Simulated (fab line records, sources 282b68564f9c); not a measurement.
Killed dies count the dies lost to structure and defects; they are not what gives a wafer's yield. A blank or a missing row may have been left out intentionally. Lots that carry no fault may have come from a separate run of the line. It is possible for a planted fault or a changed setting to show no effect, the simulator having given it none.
A struck lot beside a sound one	flow rit-cmos	15 steps out of a route of 202
Sound: the wafers L891.2, L891.4, L891.5. Wafers L893.1, L893.2, L893.5 were the ones struck. The cause comes at the end.
Per side, at each step with rows, come the tool, then ch with its chambers, and then its first start. Under that, the readings that differ: sound wafers	struck wafers	difference of the means	sigmas: that difference in standard deviations of wafers without a fault.
alike: a reading whose means differ by less than 2 such deviations, as well as words and numbers matching on both sides. not compared: withheld readings; readings where some wafer has no value; bounds like >300 that might hide an equal value; numbers whose values overlap and for which the record gives no deviation.
A row with sigmas, a row that says differs or no value, or rows on one side alone: a step with any of these is where the two part. When numbers do not overlap yet have no deviation, they are printed without sigmas and do not part them. A reading that every wafer of one side lacks parts them only if that side has two wafers or more.

first, 6 steps without rows for these wafers: RIT_PRETRO_HMDS_00 (prime time 60 s); RIT_PRETRO_COAT_01 (resist thk 1300 nm); RIT_PRETRO_SOFTBAKE_02 (time 60 s); RIT_PRETRO_EXPOSE_03 (exposes mask M5, target cd 43700 nm); RIT_PRETRO_PEB_04; RIT_PRETRO_DEVELOP_05 (develop time 68 s).
RIT_PRETRO_OVL_MEAS_06:
  sound: overlay-02 at day 2 17:45; struck: overlay-02 at day 3 03:43
reading	sound	struck	difference	sigmas
PRETRO_OVL (nm)	-0.8 -1.4 -1.2	1.8 1.7 3.7	+3.5	+3
then, 2 steps without rows for these wafers: RIT_PRETRO_HARDBAKE_07 (time 120 s); RIT_PRETRO_IMPLANT_08.
RIT_PRETRO_STRIP_09: strips in O2, time 180 s.
  sound on plasma-asher-03 ch 0,1, day 2 18:11; struck on plasma-asher-04 ch 0,1, day 3 04:09
  alike: drypump-motor-current-A
  not compared: rf-hours-counter-h
RIT_PRETRO_TW_MEAS_10:
  sound: film-metro-03 at day 2 18:22; struck: film-metro-02 at day 3 04:20
  alike: PRETRO_TW
then, 1 step without rows for these wafers: RIT_GATE_WET_ETCH_00 (etches SiO2 in BOE, target depth 56 nm, time 60 s).
RIT_GATE_CLEAN_01: cleans in SC1, time 600 s.
  sound on wet-bench-04 ch 2, day 2 18:26; struck on wet-bench-01 ch 0, day 3 04:25
reading	sound	struck	difference	sigmas
run-length-s (s)	624 624 624	727 727 727	+103	+29
then, 1 step without rows for these wafers: RIT_GATE_CLEAN_02 (cleans in dHF, time 30 s).
RIT_M1_PROBE_99:
  sound: prober-02 at day 3 21:16; struck: prober-02 at day 4 05:41
  alike: killed_at_M0_to_M3, killed-at-contacts, killed-at-front-end, killed-dies, killed-open, killed-short

WHERE THEY PART
Earliest at RIT_PRETRO_OVL_MEAS_06; latest, in this record, at RIT_GATE_CLEAN_01. Later steps at which nothing parts them and some readings are alike: RIT_M1_PROBE_99.

WHY: what had been put in by the simulator
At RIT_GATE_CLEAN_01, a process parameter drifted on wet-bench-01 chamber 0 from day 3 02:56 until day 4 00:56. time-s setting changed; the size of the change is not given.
